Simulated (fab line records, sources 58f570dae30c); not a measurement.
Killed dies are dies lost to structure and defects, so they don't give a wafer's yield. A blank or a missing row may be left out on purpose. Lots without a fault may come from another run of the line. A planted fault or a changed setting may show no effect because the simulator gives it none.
fab line records | flow berkeley_cmos170
record lots=12 wafers=36 last_day=12
route steps=331 shown GATE@135
lots that met no fault: from a run of the same line without faults
start_h: hours from the record's first day to the start of the lot's first wafer shown | wait_h: hours since the lot's step before | " the same as in the row above | L1.1+2: a row that stands for several wafers | - no value, or no start given | * or withheld: withheld | < > ~ a bound
route shown NAME@n: a module of which the file shows steps, and the number in the route of the first | usual: mean/standard deviation of fault-free wafers | same: alike in all rows | chamber/n: place in a boat | sites: the reading at each site | _std_site: their standard deviation | _edge_site: outer sites' mean less inner sites' | radius_mm: how far each site lies from the wafer's centre | mask NAME#n: copy n | behind: the tool/chamber that last shaped the wafer | hold: why the lot was held/for how many hours/how that ended | device: the transistor (n, p or np) that didn't switch | end of line: the same wafers' tests at the end of the route | a step without rows: its recipe alone | killed: dies lost to structure and defects at the first sort, not the wafer's yield | map: a wafer's dies, x killed, . not, _ none there
set.NAME: the setting as run; set.NAME@STEP: as run at that earlier step | model.NAME: the simulator's own value behind a step, which no gauge read
steps of the route over a sample of lots; a table a step, a row a wafer
services: from which hour (start_h, from the record's first day; less than 0 if before it) a tool's chamber was out of use, for how many hours, and why
## steps
# step UCB170_GATE_EXPOSE_09
# recipe mask_id=POLY target_cd_nm=350 na=0.5 sigma_outer=0.6 source_shape=conventional dose_mj=21
# usual exposure_dose_mJ_cm2=20.991/0.022
# columns lot.wafer tool chamber start_h wait_h mask exposure_dose_mJ_cm2
L767.4 krf_scanner-02 0 132.84 - POLY#0 20.975
L767.5 " 0 " " POLY#0 20.980
L767.6 " 0 " " POLY#0 20.966
L766.1 krf_scanner-01 0 133.03 - POLY#0 21.007
L766.3 " 0 " " POLY#0 20.992
L766.6 " 0 " " POLY#0 21.013
L771.2 krf_scanner-02 0 139.28 - POLY#0 20.994
L771.3 " 0 " " POLY#0 20.995
L771.5 " 0 " " POLY#0 20.993
L768.1 krf_scanner-02 0 139.37 - POLY#0 20.968
L768.4 " 0 " " POLY#0 20.950
L768.6 " 0 " " POLY#0 20.979
L770.2 krf_scanner-01 0 139.65 - POLY#0 21.008
L770.5 " 0 " " POLY#0 21.006
L770.6 " 0 " " POLY#0 20.998
L769.2 krf_scanner-01 0 139.77 - POLY#0 20.988
L769.4 " 0 " " POLY#0 21.002
L769.5 " 0 " " POLY#0 21.011
L772.1 krf_scanner-02 0 151.67 - POLY#0 21.020
L772.3 " 0 " " POLY#0 20.994
L772.6 " 0 " " POLY#0 21.021
L775.2 krf_scanner-02 0 173.96 - POLY#0 20.749
L775.3 " 0 " " POLY#0 20.743
L775.4 " 0 " " POLY#0 20.766
L780.3 krf_scanner-01 0 195.95 - POLY#0 20.998
L780.4 " 0 " " POLY#0 20.996
L780.6 " 0 " " POLY#0 20.998
L784.1 krf_scanner-01 0 214.45 - POLY#0 21.013
L784.5 " 0 " " POLY#0 21.021
L784.6 " 0 " " POLY#0 21.003
L788.1 krf_scanner-01 0 234.38 - POLY#0 20.973
L788.4 " 0 " " POLY#0 20.963
L788.5 " 0 " " POLY#0 20.985
L787.3 krf_scanner-01 0 234.53 - POLY#0 21.009
L787.5 " 0 " " POLY#0 21.000
L787.6 " 0 " " POLY#0 20.999
# step UCB170_GATE_CD_MEAS_12
# recipe target_cd_nm=350
# usual cd_nm=349.5/1.5
# columns lot.wafer tool chamber start_h wait_h cd_nm
L767.4 cd_sem-02 - 133.24 - 346.5
L767.5 " - " " 346.8
L767.6 " - " " 346.3
L766.1 cd_sem-01 - 133.42 - 351.6
L766.3 " - " " 350.1
L766.6 " - " " 350.9
L768.1 cd_sem-01 - 139.86 - 346.5
L768.4 " - " " 347.7
L768.6 " - " " 348.3
L771.2 cd_sem-02 - 139.88 - 351.3
L771.3 " - " " 350.0
L771.5 " - " " 350.4
L770.2 cd_sem-02 - 140.15 - 349.3
L770.5 " - " " 348.8
L770.6 " - " " 350.3
L769.2 cd_sem-01 - 140.35 - 351.0
L769.4 " - " " 351.5
L769.5 " - " " 350.9
L772.1 cd_sem-01 - 152.12 - 348.8
L772.3 " - " " 347.9
L772.6 " - " " 347.8
L775.2 cd_sem-02 - 174.35 - 341.6
L775.3 " - " " 345.3
L775.4 " - " " 346.7
L780.3 cd_sem-01 - 196.51 - 350.2
L780.4 " - " " 349.8
L780.6 " - " " 350.5
L784.1 cd_sem-01 - 214.85 - 348.1
L784.5 " - " " 346.9
L784.6 " - " " 347.9
L788.1 cd_sem-01 - 234.77 - 350.2
L788.4 " - " " 350.6
L788.5 " - " " 349.0
L787.3 cd_sem-02 - 235.08 - 350.8
L787.5 " - " " 349.4
L787.6 " - " " 351.2
## services
# columns tool chamber start_h hours kind
krf_scanner-02 - 122.36 2.9 repair
krf_scanner-01 - 125.38 1.0 pm
krf_scanner-02 0 139.46 - calibration
krf_scanner-01 - 146.28 4.0 pm
krf_scanner-01 - 158.58 0.8 pm
krf_scanner-01 - 159.33 4.4 pm
krf_scanner-01 - 208.36 1.3 pm
krf_scanner-01 0 210.28 - calibration
krf_scanner-02 - 224.08 1.3 pm
## key
first_sign step=UCB170_GATE_EXPOSE_09 reading=exposure_dose_mJ_cm2 direction=down sigmas=11 usual=20.991 struck=20.752
effect step=UCB170_GATE_CD_MEAS_12 reading=cd_nm direction=down sigmas=3.3 usual=349.5 struck=344.5 wafers_moved=2 through=control_loop
met_at UCB170_GATE_EXPOSE_09
struck_lots L775
tester_left_out L775
loop_trim step=UCB170_GATE_EXPOSE_09 setting=dose lots=L775
onset_between 151.67 173.96
fault kind=process_parameter_drift tool=krf_scanner-02 chamber=- onset_h=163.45 steps=UCB170_GATE_EXPOSE_09 channel=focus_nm offset=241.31 spread_by_wafer=0.3 shape=step end_h=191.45
# tester_left_out: of these lots the tester's yield and bins aren't shown, on N5 and GAA mostly nor the transistor test; their killed dies are dies lost to structure and defects alone, not to doping, threshold or leakage, so they don't give the yield
# loop_trim: a control loop set the setting to another value than it would have without faults
